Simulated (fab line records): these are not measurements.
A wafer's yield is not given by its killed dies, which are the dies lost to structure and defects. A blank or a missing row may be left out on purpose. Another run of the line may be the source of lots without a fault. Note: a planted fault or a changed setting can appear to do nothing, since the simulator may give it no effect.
A lot that was struck, set against a sound lot :: flow rit-cmos :: 43 out of 202 route steps
Sound: the wafers L931.3, L931.4, L931.6. Struck: wafers L942.1, L942.2, L942.6. At the end, the cause is stated.
Per side, at each step with rows, come the tool, then ch with its chambers, and then its first start. Under that, the readings that differ: sound wafers :: struck wafers :: difference of the means :: sigmas: that difference in standard deviations of wafers without a fault.
alike: same words and numbers on both sides, and readings whose means sit less than 2 such deviations apart. not compared: any withheld reading, any reading some wafer has no value for, any bound like >300 that may hide the same value, and any number with overlapping values for which the record gives no deviation.
A row with sigmas, a row that says differs or no value, or rows on one side alone: a step with any of these is where the two part. When numbers do not overlap yet have no deviation, they are printed without sigmas and do not part them. A reading missing from all wafers of one side parts the sides only when that side holds two or more wafers.

RIT_PWELL_TW_MEAS_10:
  sound on film-metro-01, day 2 13:45; struck on film-metro-01, day 4 22:13
  alike: PWELL_TW
then, 1 step without rows for these wafers: RIT_WELLDRIVE_ANNEAL_00 (time 14700 s).
RIT_WELLDRIVE_RS_MEAS_01: uses a four-point probe to measure.
  sound on film-metro-04, day 2 18:55; struck on film-metro-01, day 5 03:44
  alike: NWELL_RS
RIT_WELLDRIVE_RS_MEAS_02: uses a four-point probe to measure.
  sound on film-metro-04, day 2 19:02; struck on film-metro-01, day 5 03:52
  alike: PWELL_RS
then, 6 steps without rows for these wafers: RIT_NRETRO_HMDS_00 (prime time 60 s); RIT_NRETRO_COAT_01 (resist thk 1288 nm); RIT_NRETRO_SOFTBAKE_02 (time 60 s); RIT_NRETRO_EXPOSE_03 (exposes mask M4, target cd 43900 nm); RIT_NRETRO_PEB_04; RIT_NRETRO_DEVELOP_05 (develop time 68 s).
RIT_NRETRO_OVL_MEAS_06:
  sound on overlay-01, day 2 20:08; struck on overlay-01, day 5 04:52
  alike: NRETRO_OVL
then, 1 step without rows for these wafers: RIT_NRETRO_HARDBAKE_07 (time 120 s).
RIT_NRETRO_IMPLANT_08:
  sound on implanter-04 ch 0, day 2 20:28; struck on implanter-04 ch 0, day 5 05:09
RIT_NRETRO_STRIP_09: strips in O2, time 180 s.
  sound on plasma-asher-04 ch 0,1, day 2 20:37; struck on plasma-asher-01 ch 0,1, day 5 05:18
  alike: drypump-motor-current-A, o2-flow-sccm
  not compared: rf-hours-counter-h
RIT_NRETRO_TW_MEAS_10:
  sound on film-metro-02, day 2 20:45; struck on film-metro-03, day 5 05:29
  alike: NRETRO_TW
then, 6 steps without rows for these wafers: RIT_PRETRO_HMDS_00 (prime time 60 s); RIT_PRETRO_COAT_01 (resist thk 1300 nm); RIT_PRETRO_SOFTBAKE_02 (time 60 s); RIT_PRETRO_EXPOSE_03 (exposes mask M5, target cd 43700 nm); RIT_PRETRO_PEB_04; RIT_PRETRO_DEVELOP_05 (develop time 68 s).
RIT_PRETRO_OVL_MEAS_06:
  sound on overlay-01, day 2 21:41; struck on overlay-01, day 5 06:25
  alike: PRETRO_OVL
then, 2 steps without rows for these wafers: RIT_PRETRO_HARDBAKE_07 (time 120 s); RIT_PRETRO_IMPLANT_08.
RIT_PRETRO_STRIP_09: strips in O2, time 180 s.
  sound on plasma-asher-04 ch 0,1, day 2 22:10; struck on plasma-asher-02 ch 0,1, day 5 06:51
  alike: drypump-motor-current-A, o2-flow-sccm
  not compared: rf-hours-counter-h
RIT_PRETRO_TW_MEAS_10:
  sound on film-metro-02, day 2 22:18; struck on film-metro-01, day 5 07:02
  alike: PRETRO_TW
then, 5 steps without rows for these wafers: RIT_GATE_WET_ETCH_00 (etches SiO2 in BOE, target depth 56 nm, time 60 s); RIT_GATE_CLEAN_01 (cleans in SC1, time 600 s); RIT_GATE_CLEAN_02 (cleans in dHF, time 30 s); RIT_GATE_CLEAN_03 (cleans in SC2, time 600 s); RIT_GATE_CLEAN_04 (cleans in dHF, time 60 s).
RIT_FOX2_THK_MEAS_91:
  sound on film-metro-04, day 2 22:47; struck on film-metro-03, day 5 07:30
  alike: FIELD_OXIDE_LEFT_2_THK
then, 2 steps without rows for these wafers: RIT_GATE_OXIDATION_05 (target thk 3 nm, ox time 270 s); RIT_GATE_ANNEAL_06 (time 600 s).
RIT_GATE_THK_MEAS_07:
  sound on film-metro-02, day 3 00:15; struck on film-metro-03, day 5 08:53
  alike: GATE_OXIDE_THK
then, 1 step without rows for these wafers: RIT_GATE_CVD_08 (deposits poly-Si from SiH4, target thk 250 nm, time 2220 s).
RIT_GATE_THK_MEAS_09:
  sound on film-metro-04, day 3 02:10; struck on film-metro-03, day 5 10:34
  alike: GATE_POLY_THK
then, 5 steps without rows for these wafers: RIT_GATE_HMDS_10 (prime time 60 s); RIT_GATE_COAT_11 (resist thk 850 nm); RIT_GATE_SOFTBAKE_12 (time 60 s); RIT_GATE_EXPOSE_13 (exposes mask M6, target cd 150 nm); RIT_GATE_PEB_14.
RIT_M1_PROBE_99:
  sound on prober-01, day 4 00:00; struck on prober-01, day 6 08:45
reading: model.etest.pmos_0p15.drive-ua-um-range
sound: 4.533 3.654 3.034
struck: 21.49 18.05 20.63
difference: +16.32
sigmas: 

reading: model.etest.pmos_0p15.vt-v-range
sound: 0.005585 0.004323 0.00705
struck: 0.04348 0.04418 0.04412
difference: +0.03827
sigmas: 
  alike: killed-at-contacts, killed-at-front-end, killed-dies, killed-on-rim, killed-open, killed-short

## WHERE THEY PART
Nowhere in this record.

WHY: what had been put in by the simulator
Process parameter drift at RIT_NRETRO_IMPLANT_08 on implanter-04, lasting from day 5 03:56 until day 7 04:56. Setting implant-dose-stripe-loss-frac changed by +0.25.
